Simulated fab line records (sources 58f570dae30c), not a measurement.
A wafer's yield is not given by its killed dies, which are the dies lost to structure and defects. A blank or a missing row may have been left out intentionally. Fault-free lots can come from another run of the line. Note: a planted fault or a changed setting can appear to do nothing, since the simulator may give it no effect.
Split-lot trial || flow berkeley-cmos170 || route with 331 steps; 5 lots, 23 wafers read

ABOUT THE SPLIT
At UCB170_V2_EXPOSE_09 (exposes mask VIA2, target cd 700 nm), the setting dose-mj was moved away from the recipe's 37 on 8 of the 23 wafers read, by -7.2% to -3.7%. This setting was run at the recipe's value on the other wafers.

FROM THE SPLIT TO THE READING: what the file shows between them, 5 steps
- UCB170_V2_PEB_10
- UCB170_V2_DEVELOP_11: develop time 45 s
- UCB170_V2_CD_MEAS_12: target cd 700 nm
- UCB170_V2_ETCH_14: etches SiO2 in CHF3/CF4/Ar, stops on Al, target depth 1250 nm, time 291 s
- UCB170_V2_STRIP_15: strips in O2

THE READING
At UCB170_V2_CD_MEAS_90: cd-nm in nanometres, against a target cd of 700 nm. A value of 699.3 nm with a standard deviation of 1.2 nm is what fault-free wafers of this fab line usually give.

{"wafer": "L074.1", "tool, chamber at the split": "krf-scanner-01, 0", "dose-mj as run": 37, "against the recipe": "recipe", "cd-nm, nm": 701.1, "against lot-mates on the recipe": "-"}
{"wafer": "L074.3", "tool, chamber at the split": "krf-scanner-01, 0", "dose-mj as run": 37, "against the recipe": "recipe", "cd-nm, nm": 698.6, "against lot-mates on the recipe": "-"}
{"wafer": "L074.4", "tool, chamber at the split": "krf-scanner-01, 0", "dose-mj as run": 37, "against the recipe": "recipe", "cd-nm, nm": 700.3, "against lot-mates on the recipe": "-"}
{"wafer": "L077.1", "tool, chamber at the split": "krf-scanner-02, 0", "dose-mj as run": 37, "against the recipe": "recipe", "cd-nm, nm": 700.2, "against lot-mates on the recipe": "-"}
{"wafer": "L077.2", "tool, chamber at the split": "krf-scanner-02, 0", "dose-mj as run": 37, "against the recipe": "recipe", "cd-nm, nm": 699.1, "against lot-mates on the recipe": "-"}
{"wafer": "L077.4", "tool, chamber at the split": "krf-scanner-02, 0", "dose-mj as run": 37, "against the recipe": "recipe", "cd-nm, nm": 698.6, "against lot-mates on the recipe": "-"}
{"wafer": "L077.5", "tool, chamber at the split": "krf-scanner-02, 0", "dose-mj as run": 37, "against the recipe": "recipe", "cd-nm, nm": 699.8, "against lot-mates on the recipe": "-"}
{"wafer": "L077.6", "tool, chamber at the split": "krf-scanner-02, 0", "dose-mj as run": 37, "against the recipe": "recipe", "cd-nm, nm": 700.0, "against lot-mates on the recipe": "-"}
{"wafer": "L081.1", "tool, chamber at the split": "krf-scanner-02, 0", "dose-mj as run": 34.66, "against the recipe": "-6.3%", "cd-nm, nm": 688.7, "against lot-mates on the recipe": -10.6}
{"wafer": "L081.2", "tool, chamber at the split": "krf-scanner-02, 0", "dose-mj as run": 34.66, "against the recipe": "-6.3%", "cd-nm, nm": 688.1, "against lot-mates on the recipe": -11.2}
{"wafer": "L081.4", "tool, chamber at the split": "krf-scanner-02, 0", "dose-mj as run": 34.66, "against the recipe": "-6.3%", "cd-nm, nm": 688.4, "against lot-mates on the recipe": -10.9}
{"wafer": "L081.5", "tool, chamber at the split": "krf-scanner-02, 0", "dose-mj as run": 37, "against the recipe": "recipe", "cd-nm, nm": 699.3, "against lot-mates on the recipe": "-"}
{"wafer": "L081.6", "tool, chamber at the split": "krf-scanner-02, 0", "dose-mj as run": 37, "against the recipe": "recipe", "cd-nm, nm": 699.3, "against lot-mates on the recipe": "-"}
{"wafer": "L085.1", "tool, chamber at the split": "krf-scanner-01, 0", "dose-mj as run": 35.62, "against the recipe": "-3.7%", "cd-nm, nm": 693.1, "against lot-mates on the recipe": -4.8}
{"wafer": "L085.2", "tool, chamber at the split": "krf-scanner-01, 0", "dose-mj as run": 35.62, "against the recipe": "-3.7%", "cd-nm, nm": 691.8, "against lot-mates on the recipe": -6.1}
{"wafer": "L085.3", "tool, chamber at the split": "krf-scanner-01, 0", "dose-mj as run": 35.62, "against the recipe": "-3.7%", "cd-nm, nm": 692.2, "against lot-mates on the recipe": -5.7}
{"wafer": "L085.4", "tool, chamber at the split": "krf-scanner-01, 0", "dose-mj as run": 37, "against the recipe": "recipe", "cd-nm, nm": 698.1, "against lot-mates on the recipe": "-"}
{"wafer": "L085.5", "tool, chamber at the split": "krf-scanner-01, 0", "dose-mj as run": 37, "against the recipe": "recipe", "cd-nm, nm": 697.7, "against lot-mates on the recipe": "-"}
{"wafer": "L083.1", "tool, chamber at the split": "krf-scanner-02, 0", "dose-mj as run": 34.32, "against the recipe": "-7.2%", "cd-nm, nm": 687.3, "against lot-mates on the recipe": -11.4}
{"wafer": "L083.2", "tool, chamber at the split": "krf-scanner-02, 0", "dose-mj as run": 37, "against the recipe": "recipe", "cd-nm, nm": 699.1, "against lot-mates on the recipe": "-"}
{"wafer": "L083.4", "tool, chamber at the split": "krf-scanner-02, 0", "dose-mj as run": 34.32, "against the recipe": "-7.2%", "cd-nm, nm": 686.2, "against lot-mates on the recipe": -12.5}
{"wafer": "L083.5", "tool, chamber at the split": "krf-scanner-02, 0", "dose-mj as run": 37, "against the recipe": "recipe", "cd-nm, nm": 699.4, "against lot-mates on the recipe": "-"}
{"wafer": "L083.6", "tool, chamber at the split": "krf-scanner-02, 0", "dose-mj as run": 37, "against the recipe": "recipe", "cd-nm, nm": 697.7, "against lot-mates on the recipe": "-"}

THE FIT
A straight line over all 23 wafers: cd-nm changes by +1.73 nm for each +1% of dose-mj; r = +0.99; the points scatter about the line by 0.86 nm.
The same after taking each lot's own level away (the mean of its wafers on the recipe; 23 wafers): +1.67 nm for each +1%; r = +0.99; scatter 0.7 nm.
That fit puts the effect of the largest move of dose-mj on the reading at 12 nm.
Across the lots, their own levels run from 697.90 to 700.00 nm, a range of 1.7 times the standard deviation given above.
Hence the lot-to-lot level has little effect on the slope; both slopes agree.
Check: -12.2 nm against its lot-mates is what the line predicts for one of the wafers moved furthest among these (-7.2%) when that wafer is left out of the fit. It came out at -11.4 nm against them.

OTHER SPLITS APPLIED TO THESE WAFERS
Other splits were also applied to these wafers ahead of the reading. Each is held against what the fit with the lots' levels taken away leaves over:
{"other split on the same wafers": "UCB170_CONTACT_EXPOSE_12 dose-mj", "wafers away from the commonest value": 9, "r with cd-nm (lot level and that fit taken away)": -0.21}
{"other split on the same wafers": "UCB170_M1_COAT_04 spin-rpm", "wafers away from the commonest value": 7, "r with cd-nm (lot level and that fit taken away)": "+0.17"}
{"other split on the same wafers": "UCB170_M1_ETCH_11 pressure-mtorr", "wafers away from the commonest value": 18, "r with cd-nm (lot level and that fit taken away)": "+0.27"}
{"other split on the same wafers": "UCB170_V1_ETCH_14 time-s", "wafers away from the commonest value": 9, "r with cd-nm (lot level and that fit taken away)": -0.19}

THE WHOLE CHAIN: every reading that the file lists as answering this split, in the file's order
{"step": "UCB170_V2_CD_MEAS_12", "what it does": "target cd 700 nm", "reading": "cd-nm", "change (the file's fit)": "+1.66 nm for each +1% of the setting", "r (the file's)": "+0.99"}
{"step": "UCB170_V2_ETCH_14", "what it does": "etches SiO2 in CHF3/CF4/Ar, stops on Al, target depth 1250 nm, time 291 s", "reading": "V2.cd-nm (the simulator's own value, which no gauge read)", "change (the file's fit)": "+1.67 nm for each +1% of the setting", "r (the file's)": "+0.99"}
{"step": "UCB170_V2_CD_MEAS_90", "what it does": "target cd 700 nm", "reading": "cd-nm", "change (the file's fit)": "+1.66 nm for each +1% of the setting", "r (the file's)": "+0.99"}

FILE'S OWN FIT
cd-nm changes by +1.66 nm for each +1% of dose-mj, r = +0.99.
